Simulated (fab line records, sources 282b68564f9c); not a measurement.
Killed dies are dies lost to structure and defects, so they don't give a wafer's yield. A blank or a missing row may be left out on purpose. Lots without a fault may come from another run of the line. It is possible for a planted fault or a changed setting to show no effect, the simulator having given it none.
Struck lot and sound lot, side by side ; flow rit-cmos ; 13 steps out of a route of 202
Sound: these wafers, L891.1, L891.3, L891.5. Struck: wafers L899.1, L899.4, L899.6. Last of all comes the cause.
Per side, at each step with rows, come the tool, then ch with its chambers, and then its first start. Under that, the readings that differ: sound wafers ; struck wafers ; difference of the means ; sigmas: that difference in standard deviations of wafers without a fault.
alike: same words and numbers on both sides, and readings whose means sit less than 2 such deviations apart. not compared: any withheld reading, any reading some wafer has no value for, any bound like >300 that may hide the same value, and any number with overlapping values for which the record gives no deviation.
The two part at a step that has a row with sigmas, a row that says differs or no value, or rows on one side only. When numbers do not overlap yet have no deviation, they are printed without sigmas and do not part them. Lack of a reading on every wafer of one side parts them only where that side has two or more wafers.

RIT_ACTIVE_BOW_MEAS_00:
  sound: film-metro-03 at day 2 16:00; struck: film-metro-01 at day 4 08:00
  alike: INCOMING_BOW
then, 1 step without rows for these wafers: RIT_ACTIVE_OXIDATION_01 (target thk 46.8 nm, ox time 3360 s).
RIT_ACTIVE_THK_MEAS_02:
  sound: film-metro-03 at day 2 18:03; struck: film-metro-02 at day 4 11:26
  alike: ACTIVE_OXIDE_THK
then, 1 step without rows for these wafers: RIT_ACTIVE_CVD_03 (deposits Si3N4 from SiH2Cl2/NH3, target thk 150 nm, time 1500 s).
RIT_ACTIVE_THK_MEAS_04:
  sound: film-metro-03 at day 2 19:32; struck: film-metro-03 at day 4 12:55
  alike: ACTIVE_NITRIDE_THK
then, 5 steps without rows for these wafers: RIT_ACTIVE_HMDS_05 (prime time 60 s); RIT_ACTIVE_COAT_06 (resist thk 1000 nm); RIT_ACTIVE_SOFTBAKE_07 (time 60 s); RIT_ACTIVE_EXPOSE_08 (exposes mask M1, target cd 1400 nm); RIT_ACTIVE_PEB_09.
RIT_ACTIVE_DEVELOP_10: develop time 50 s.
  sound on litho-track-03 ch 0, day 2 20:00; struck on litho-track-01 ch 0, day 4 13:00
RIT_ACTIVE_CD_MEAS_11: the cd target is 1400 nm.
  sound: cd-sem-01 at day 2 20:34; struck: cd-sem-02 at day 4 14:20
reading;sound;struck;difference;sigmas
cd-nm (nm);1399.4 1399.9 1397.6;1681.5 1682.1 1682.1;+282.9;+99 or more
  not compared: hold
RIT_M1_PROBE_99:
  the record has rows for the sound wafers here (prober-02, day 5 00:04) and none for the struck ones

== WHERE THEY PART ==
At RIT_ACTIVE_CD_MEAS_11 first; at RIT_M1_PROBE_99 last (within this record only).

WHY: the cause the simulator had injected
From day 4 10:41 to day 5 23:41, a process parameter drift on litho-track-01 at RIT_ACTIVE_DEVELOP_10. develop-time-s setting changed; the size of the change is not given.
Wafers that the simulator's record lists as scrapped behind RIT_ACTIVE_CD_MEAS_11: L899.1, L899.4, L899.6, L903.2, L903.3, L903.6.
